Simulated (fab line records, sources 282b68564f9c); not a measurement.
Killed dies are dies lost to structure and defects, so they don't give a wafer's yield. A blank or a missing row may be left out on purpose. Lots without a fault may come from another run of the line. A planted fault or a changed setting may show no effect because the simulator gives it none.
fab line records | flow rit_cmos
record lots=6 wafers=18 last_day=7
route steps=202 shown PRETRO@69 GATE@75 FOX2@80 M1@202
lots that met no fault: from a run of the same line without faults
start_h: hours from the record's first day to the start of the lot's first wafer shown | wait_h: hours since the lot's step before | " the same as in the row above | L1.1+2: a row that stands for several wafers | - no value, or no start given | * or withheld: withheld | < > ~ a bound
route shown NAME@n: a module of which the file shows steps, and the number in the route of the first | usual: mean/standard deviation of fault-free wafers | same: alike in all rows | chamber/n: place in a boat | sites: the reading at each site | _std_site: their standard deviation | _edge_site: outer sites' mean less inner sites' | radius_mm: how far each site lies from the wafer's centre | mask NAME#n: copy n | behind: the tool/chamber that last shaped the wafer | hold: why the lot was held/for how many hours/how that ended | device: the transistor (n, p or np) that didn't switch | end of line: the same wafers' tests at the end of the route | a step without rows: its recipe alone | killed: dies lost to structure and defects at the first sort, not the wafer's yield | map: a wafer's dies, x killed, . not, _ none there
set.NAME: the setting as run; set.NAME@STEP: as run at that earlier step | model.NAME: the simulator's own value behind a step, which no gauge read
lots at some steps of the route; a table a step, a row a wafer
services: from which hour (start_h, from the record's first day; less than 0 if before it) a tool's chamber was out of use, for how many hours, and why
## steps
# step RIT_PRETRO_DEVELOP_05
# recipe resist=NOVOLAK develop_time_s=68 dev_temp_c=23
# step RIT_PRETRO_OVL_MEAS_06
# usual PRETRO_OVL=0.0/1.6
# columns lot.wafer tool chamber start_h wait_h PRETRO_OVL[nm]
L115.3 overlay-01 - 37.15 - -1.3
L115.5 " - " " 0.6
L115.6 " - " " 0.2
L117.2 overlay-01 - 50.66 - 0.9
L117.3 " - " " 0.0
L117.4 " - " " 0.2
L118.2 overlay-02 - 56.70 - -0.5
L118.3 " - " " -0.3
L118.4 " - " " -0.2
L128.1 overlay-01 - 102.69 - -0.6
L128.4 " - " " -0.6
L128.5 " - " " 1.2
L136.1 overlay-02 - 142.35 - 0.5
L136.3 " - " " 0.9
L136.6 " - " " -0.6
L137.2 overlay-02 - 148.53 - -0.6
L137.3 " - " " -1.9
L137.5 " - " " -1.7
# step RIT_PRETRO_HARDBAKE_07
# recipe resist=NOVOLAK temp_c=140 time_s=120
# step RIT_PRETRO_IMPLANT_08
# recipe species=B energy_kev=45 dose_cm2=1.2e+13 tilt_deg=7
# step RIT_PRETRO_STRIP_09
# recipe chemistry=O2 time_s=180 resist=NOVOLAK platen_temp_c=withheld power_w=500 pressure_mtorr=4000 o2_flow_sccm=4000
# usual drypump_motor_current_A=5.5/0.49
# columns lot.wafer tool chamber start_h wait_h drypump_motor_current_A rf_hours_counter_h
L115.3 plasma_asher-03 1 37.63 0.1 6.1 -
L115.5 " 0 " " 5.3 -
L115.6 " 1 " " 6.1 -
L117.2 plasma_asher-03 1 51.09 0.1 6.1 42
L117.3 " 1 " " 6.1 -
L117.4 " 0 " " 5.3 -
L118.2 plasma_asher-04 0 57.13 0.1 5.3 40
L118.3 " 0 " " 5.3 -
L118.4 " 1 " " 6.1 -
L128.1 plasma_asher-04 0 103.12 0.1 5.3 45
L128.4 " 1 " " 6.1 -
L128.5 " 0 " " 5.3 -
L136.1 plasma_asher-04 1 142.85 0.1 6.1 50
L136.3 " 0 " " 5.3 -
L136.6 " 0 " " 5.3 -
L137.2 plasma_asher-04 1 148.96 0.1 6.1 50
L137.3 " 0 " " 5.3 -
L137.5 " 0 " " 5.3 -
# step RIT_PRETRO_TW_MEAS_10
# usual PRETRO_TW=474.7/2.5
# columns lot.wafer tool chamber start_h wait_h PRETRO_TW
L115.3 film_metro-01 - 37.77 0.1 475.6
L115.5 " - " " 476.8
L115.6 " - " " 479.4
L117.2 film_metro-04 - 51.28 0.1 469.8
L117.3 " - " " 470.2
L117.4 " - " " 470.1
L118.2 film_metro-04 - 57.31 0.1 471.0
L118.3 " - " " 472.3
L118.4 " - " " 472.3
L128.1 film_metro-03 - 103.30 0.1 475.5
L128.4 " - " " 474.0
L128.5 " - " " 473.8
L136.1 film_metro-03 - 143.03 0.1 474.2
L136.3 " - " " 474.5
L136.6 " - " " 475.1
L137.2 film_metro-01 - 149.15 0.1 476.4
L137.3 " - " " 476.7
L137.5 " - " " 477.7
# step RIT_GATE_WET_ETCH_00
# recipe chemistry=BOE target=SiO2 target_depth_nm=56 time_s=60 dry=n2_spin dilution=10:1 temp_c=21.5
# step RIT_GATE_CLEAN_01
# recipe chemistry=SC1 mix=3:3:50 time_s=600 temp_c=75
# step RIT_GATE_CLEAN_02
# recipe chemistry=dHF dilution=50:1 time_s=30
# step RIT_GATE_CLEAN_03
# recipe chemistry=SC2 mix=3:3:50 time_s=600 temp_c=75 dry=n2_spin
# step RIT_GATE_CLEAN_04
# recipe chemistry=dHF dilution=50:1 time_s=60 dry=n2_spin
# step RIT_FOX2_THK_MEAS_91
# recipe reads=SiO2_of_FOX2_OXIDATION_00
# usual FIELD_OXIDE_LEFT_2_THK=256/6.3
# columns lot.wafer tool chamber start_h wait_h FIELD_OXIDE_LEFT_2_THK[nm]
L115.3 film_metro-04 - 38.25 0.0 261
L115.5 " - " " 250
L115.6 " - " " 261
L117.2 film_metro-03 - 51.79 0.0 249
L117.3 " - " " 257
L117.4 " - " " 252
L118.2 film_metro-03 - 57.79 0.0 248
L118.3 " - " " 257
L118.4 " - " " 252
L128.1 film_metro-04 - 103.78 0.0 251
L128.4 " - " " 253
L128.5 " - " " 254
L136.1 film_metro-03 - 143.54 0.0 254
L136.3 " - " " 248
L136.6 " - " " 247
L137.2 film_metro-04 - 149.63 0.0 262
L137.3 " - " " 262
L137.5 " - " " 261
# step RIT_GATE_OXIDATION_05
# recipe temp_c=900 ambient=O2 target_thk_a=30 ox_time_s=270
# columns lot.wafer tool chamber start_h wait_h model.SiO2_of_GATE_OXIDATION_05.thk_nm
L115.3 furnace-04 0 40.39 2.1 2.99
L115.5 " 0 " " 2.994
L115.6 " 0 " " 2.993
L117.2 furnace-01 0 52.90 1.1 3.05
L117.3 " 0 " " 2.993
L117.4 " 0 " " 3.02
L118.2 furnace-01 0 59.15 1.4 3.081
L118.3 " 0 " " 3.056
L118.4 " 0 " " 3.079
L128.1 furnace-01 0 104.93 1.1 3.092
L128.4 " 0 " " 3.127
L128.5 " 0 " " 3.094
L136.1 furnace-01 0 143.75 0.2 3.538
L136.3 " 0 " " 3.612
L136.6 " 0 " " 3.588
L137.2 furnace-01 0 150.85 1.2 3.611
L137.3 " 0 " " 3.601
L137.5 " 0 " " 3.588
# step RIT_GATE_ANNEAL_06
# recipe temp_c=900 time_s=600 ambient=N2O
# step RIT_GATE_THK_MEAS_07
# recipe reads=SiO2_of_GATE_OXIDATION_05
# usual GATE_OXIDE_THK=3.05/0.073
# columns lot.wafer tool chamber start_h wait_h GATE_OXIDE_THK[nm]
L115.3 film_metro-04 - 46.18 0.0 2.95
L115.5 " - " " 2.98
L115.6 " - " " 3.00
L117.2 film_metro-02 - 54.24 0.0 3.05
L117.3 " - " " 3.02
L117.4 " - " " 2.98
L118.2 film_metro-02 - 62.53 0.0 3.02
L118.3 " - " " 3.06
L118.4 " - " " 3.07
L128.1 film_metro-04 - 108.80 0.0 3.10
L128.4 " - " " 3.09
L128.5 " - " " 3.11
L136.1 film_metro-04 - 145.82 0.0 3.51
L136.3 " - " " 3.63
L136.6 " - " " 3.56
L137.2 film_metro-02 - 154.52 0.0 3.63
L137.3 " - " " 3.55
L137.5 " - " " 3.65
# step RIT_GATE_CVD_08
# recipe material=poly-Si target_thk_nm=250 temp_c=610 precursor=SiH4 time_s=2220 pressure_mtorr=300 sih4_flow_sccm=100
# step RIT_M1_PROBE_99
# usual killed_at_front_end=7/3.3 killed_dies=7/3.3 killed_open=3.8/2.3 killed_short=3.5/2.1
# same gross_dies=264 killed_at_M0_to_M3=0 killed_at_M4_up=0 killed_at_back_side=0 killed_at_contacts=0 killed_at_other=0
# columns lot.wafer tool chamber start_h wait_h killed_at_front_end killed_dies killed_open killed_short model.etest.pmos_0p3.r_on_ohm_um model.etest.pmos_turned.r_on_ohm_um model.etest.pmos_0p15.r_on_ohm_um model.etest.nmos_0p3.r_on_ohm_um model.etest.nmos_0p15.r_on_ohm_um model.etest.nmos_0p15.drive_ua_um model.etest.nmos_narrow.drive_ua_um model.etest.nmos_0p3.drive_ua_um
L115.3 prober-01 - 69.90 0.2 5 5 0 5 6135 3299 2678 2128 1118 470.6 232.6 229.6
L115.5 prober-01 - 70.00 0.2 4 4 2 2 6118 3235 2631 2111 1097 480.6 234.6 230.2
L115.6 prober-01 - 70.05 0.2 9 9 6 3 6120 3267 2681 2118 1112 475.6 233.1 230.1
L117.2 prober-01 - 79.16 0.1 4 4 1 3 6482 3564 2890 2228 1204 440.2 223.9 220.6
L117.3 prober-01 - 79.21 0.2 12 12 5 7 6415 3596 2842 2216 1187 448.1 225 223.2
L117.4 prober-01 - 79.26 0.2 4 4 2 2 6338 3457 2797 2198 1188 449.3 225.5 223.5
L118.2 prober-01 - 86.22 0.1 9 9 5 4 6315 3412 2793 2202 1168 445.6 218.2 215.1
L118.3 prober-01 - 86.27 0.2 16 16 9 7 6356 3452 2812 2215 1172 444.3 218.7 217.5
L118.4 prober-01 - 86.32 0.2 3 3 1 2 6362 3442 2782 2207 1147 449.3 218.7 212.9
L128.1 prober-01 - 131.77 0.1 8 8 3 5 6632 3769 2943 2199 1129 459.3 219.9 219.6
L128.4 prober-01 - 131.92 0.2 5 5 1 4 6559 3687 2911 2172 1116 456.3 217.7 215.2
L128.5 prober-01 - 131.97 0.2 6 6 5 1 6624 3719 2937 2203 1133 465.1 216.4 217.6
L136.1 prober-01 - 168.46 0.1 11 11 4 7 7390 4009 3240 2440 1246 401.5 186.1 186.4
L136.3 prober-01 - 168.56 0.2 4 4 3 1 7471 3955 3196 2438 1222 399.3 178.9 178.6
L136.6 prober-01 - 168.71 0.2 6 6 0 6 7493 4029 3254 2450 1234 394.5 180.8 180.6
L137.2 prober-02 - 179.59 0.1 5 5 4 1 7239 3858 3068 2432 1204 398.7 171.3 177
L137.3 prober-02 - 179.64 0.2 9 9 3 6 7333 3849 3097 2428 1210 396.1 174.4 177
L137.5 prober-02 - 179.74 0.2 10 10 5 5 7270 3882 3073 2454 1203 397.7 172.5 175.4
# killed by level:class
L115.3 REOX:geometric_particle:short=3 FOX1:geometric_particle:short=1 SILICIDE:geometric_particle:short=1
L115.5 FOX1:geometric_particle:short=1 GATE:geometric_particle:open=1 GATE:geometric_particle:short=1 REOX:geometric_particle:open=1
L115.6 GATE:geometric_particle:open=5 GATE:geometric_particle:short=1 REOX:geometric_particle:short=1 REOX:geometric_particle:open=1 SILICIDE:geometric_particle:short=1
L117.2 GATE:geometric_particle:short=2 GATE:geometric_particle:open=1 SPACER:geometric_particle:short=1
L117.3 GATE:geometric_particle:short=6 GATE:geometric_particle:open=3 FOX1:geometric_particle:open=1 FOX2:geometric_particle:open=1 REOX:geometric_particle:short=1
L117.4 FOX2:geometric_particle:short=1 REOX:geometric_particle:open=1 SPACER:geometric_particle:open=1 SILICIDE:geometric_particle:short=1
L118.2 GATE:geometric_particle:open=5 GATE:geometric_particle:short=2 FOX1:geometric_particle:short=1 REOX:geometric_particle:short=1
L118.3 FOX1:geometric_particle:open=4 FOX1:geometric_particle:short=4 GATE:geometric_particle:open=4 GATE:geometric_particle:short=3 SPACER:geometric_particle:open=1
L118.4 GATE:geometric_particle:short=1 GATE:geometric_particle:open=1 SPACER:geometric_particle:short=1
L128.1 SPACER:geometric_particle:short=2 FOX1:geometric_particle:open=1 FOX1:geometric_particle:short=1 GATE:geometric_particle:short=1 GATE:geometric_particle:open=1 REOX:geometric_particle:short=1 SILICIDE:geometric_particle:open=1
L128.4 FOX2:geometric_particle:short=2 GATE:geometric_particle:open=1 REOX:geometric_particle:short=1 SPACER:geometric_particle:short=1
L128.5 GATE:geometric_particle:open=3 SPACER:geometric_particle:open=2 GATE:geometric_particle:short=1
L136.1 FOX1:geometric_particle:short=4 GATE:geometric_particle:open=4 GATE:geometric_particle:short=2 SILICIDE:geometric_particle:short=1
L136.3 GATE:geometric_particle:open=2 FOX1:geometric_particle:open=1 GATE:geometric_particle:short=1
L136.6 FOX1:geometric_particle:short=4 FOX2:geometric_particle:short=1 GATE:geometric_particle:short=1
L137.2 FOX2:geometric_particle:open=2 SPACER:geometric_particle:open=2 FOX2:geometric_particle:short=1
L137.3 GATE:geometric_particle:short=3 SPACER:geometric_particle:open=2 FOX1:geometric_particle:short=1 FOX2:geometric_particle:short=1 GATE:geometric_particle:open=1 SPACER:geometric_particle:short=1
L137.5 GATE:geometric_particle:short=3 GATE:geometric_particle:open=2 SPACER:geometric_particle:open=2 FOX1:geometric_particle:open=1 REOX:geometric_particle:short=1 SPACER:geometric_particle:short=1
## services
# columns tool chamber start_h hours kind
plasma_asher-03 - 86.96 2.8 repair
plasma_asher-03 - 108.75 9.0 pm
plasma_asher-03 0 108.75 9.0 vent_cycle
plasma_asher-03 1 108.75 9.0 vent_cycle
plasma_asher-03 0 117.75 - clean
plasma_asher-03 1 117.75 - clean
plasma_asher-04 - 136.28 2.8 pm
furnace-01 - 139.15 3.3 pm
## key
first_sign step=RIT_GATE_THK_MEAS_07 reading=GATE_OXIDE_THK direction=up sigmas=7.4 usual=3.05 struck=3.59
effect none on later readings
model_effect step=RIT_GATE_OXIDATION_05 value=SiO2_of_GATE_OXIDATION_05.thk_nm without=3.135 struck=3.59
model_effect step=RIT_M1_PROBE_99 value=etest.pmos_0p3.r_on_ohm_um without=6573 struck=7366
met_at RIT_GATE_OXIDATION_05
struck_wafers L136.1,L136.3,L136.6,L137.2,L137.3,L137.5
tester_left_out L136,L137
onset_between 104.93 143.75
also_fits time
fault kind=process_parameter_drift tool=furnace-01 chamber=- onset_h=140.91 steps=RIT_GATE_OXIDATION_05 channel=ox_time_s offset=* shape=step end_h=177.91 acts_in=* stated=*
# tester_left_out: of these lots the tester's yield and bins aren't shown, on N5 and GAA mostly nor the transistor test; their killed dies are dies lost to structure and defects alone, not to doping, threshold or leakage, so they don't give the yield
